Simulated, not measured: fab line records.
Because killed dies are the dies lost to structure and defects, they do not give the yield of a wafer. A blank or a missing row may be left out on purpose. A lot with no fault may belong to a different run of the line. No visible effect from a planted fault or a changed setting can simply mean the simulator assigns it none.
Which tool was responsible? || flow rit cmos || 39 wafers from 13 lots sampled at 2 of the route's 202 steps

WHAT THE GAUGES SHOWED, per wafer
RIT_GATE_CD_MEAS_16 targets a cd of 150 nm. Usual: cd nm reads 148 nm (standard deviation 3).
{"lot": "L583", "measured": "day 3 09:34", "on": "cd sem-02", "cd nm (nm)": "147 146 148", "flag": ""}
{"lot": "L582", "measured": "day 3 09:49", "on": "cd sem-01", "cd nm (nm)": "149 145 147", "flag": ""}
{"lot": "L584", "measured": "day 3 16:34", "on": "cd sem-02", "cd nm (nm)": "145 147 146", "flag": ""}
{"lot": "L589", "measured": "day 4 08:31", "on": "cd sem-02", "cd nm (nm)": "198 196 196", "flag": "OFF"}
{"lot": "L588", "measured": "day 4 10:07", "on": "cd sem-02", "cd nm (nm)": "149 152 151", "flag": ""}
{"lot": "L595", "measured": "day 5 11:43", "on": "cd sem-01", "cd nm (nm)": "144 144 144", "flag": ""}
{"lot": "L597", "measured": "day 5 22:32", "on": "cd sem-01", "cd nm (nm)": "145 149 147", "flag": ""}
{"lot": "L598", "measured": "day 6 01:31", "on": "cd sem-01", "cd nm (nm)": "149 146 149", "flag": ""}
{"lot": "L599", "measured": "day 6 08:01", "on": "cd sem-01", "cd nm (nm)": "145 145 144", "flag": ""}
{"lot": "L600", "measured": "day 6 12:30", "on": "cd sem-01", "cd nm (nm)": "152 152 153", "flag": ""}
{"lot": "L601", "measured": "day 6 19:09", "on": "cd sem-01", "cd nm (nm)": "148 146 146", "flag": ""}
{"lot": "L603", "measured": "day 7 07:10", "on": "cd sem-01", "cd nm (nm)": "156 153 154", "flag": ""}
{"lot": "L604", "measured": "day 7 12:01", "on": "cd sem-01", "cd nm (nm)": "147 150 150", "flag": ""}

TOOL THAT RAN EACH LOT (tool first, then ch and the chambers of the sampled wafers, then the start)
{"lot": "L583", "RIT_GATE_EXPOSE_13": "iline stepper-01 ch 0, day 3 09:10"}
{"lot": "L582", "RIT_GATE_EXPOSE_13": "iline stepper-02 ch 0, day 3 09:25"}
{"lot": "L584", "RIT_GATE_EXPOSE_13": "iline stepper-01 ch 0, day 3 15:57"}
{"lot": "L589", "RIT_GATE_EXPOSE_13": "iline stepper-01 ch 0, day 4 07:54"}
{"lot": "L588", "RIT_GATE_EXPOSE_13": "iline stepper-01 ch 0, day 4 09:43"}
{"lot": "L595", "RIT_GATE_EXPOSE_13": "iline stepper-02 ch 0, day 5 11:14"}
{"lot": "L597", "RIT_GATE_EXPOSE_13": "iline stepper-01 ch 0, day 5 22:08"}
{"lot": "L598", "RIT_GATE_EXPOSE_13": "iline stepper-02 ch 0, day 6 01:07"}
{"lot": "L599", "RIT_GATE_EXPOSE_13": "iline stepper-02 ch 0, day 6 07:37"}
{"lot": "L600", "RIT_GATE_EXPOSE_13": "iline stepper-01 ch 0, day 6 12:06"}
{"lot": "L601", "RIT_GATE_EXPOSE_13": "iline stepper-02 ch 0, day 6 18:45"}
{"lot": "L603", "RIT_GATE_EXPOSE_13": "iline stepper-02 ch 0, day 7 06:43"}
{"lot": "L604", "RIT_GATE_EXPOSE_13": "iline stepper-01 ch 0, day 7 11:37"}
- RIT_GATE_EXPOSE_13: exposes mask M6, target cd 150 nm.

AS READ BY THE TOOLS THEMSELVES (means over the sampled wafers that have a number; for cases with no such wafer, the mark the record gives instead)
The record holds no such reading with a usual standard deviation.

THE ANSWER, worked out from the rows above alone
Rule: take the mean of a lot's wafers that have a number; if it is more than 3 standard deviations from the usual mean, the lot is off. A lot without any number at a reading at which 4 lots or more have one is off too. Where the step has rows for the other lots, those lots are counted as sound. Order of review: gauges by route order, followed by the tools' own readings, for which a lot's mean as printed above is used. At the first step where some lot is off, the reading lying furthest off is the one used; lots without a number count as furthest.
Off, at RIT_GATE_CD_MEAS_16 on cd nm: L589.
If a tool, at a process step before that reading, ran all the lots that are off and no sound lot after the first of them, it fits. Those tools and the gauges at RIT_GATE_CD_MEAS_16 are tried in the same way. Of those tried, none fits.

WHAT WAS PUT IN BY THE SIMULATOR
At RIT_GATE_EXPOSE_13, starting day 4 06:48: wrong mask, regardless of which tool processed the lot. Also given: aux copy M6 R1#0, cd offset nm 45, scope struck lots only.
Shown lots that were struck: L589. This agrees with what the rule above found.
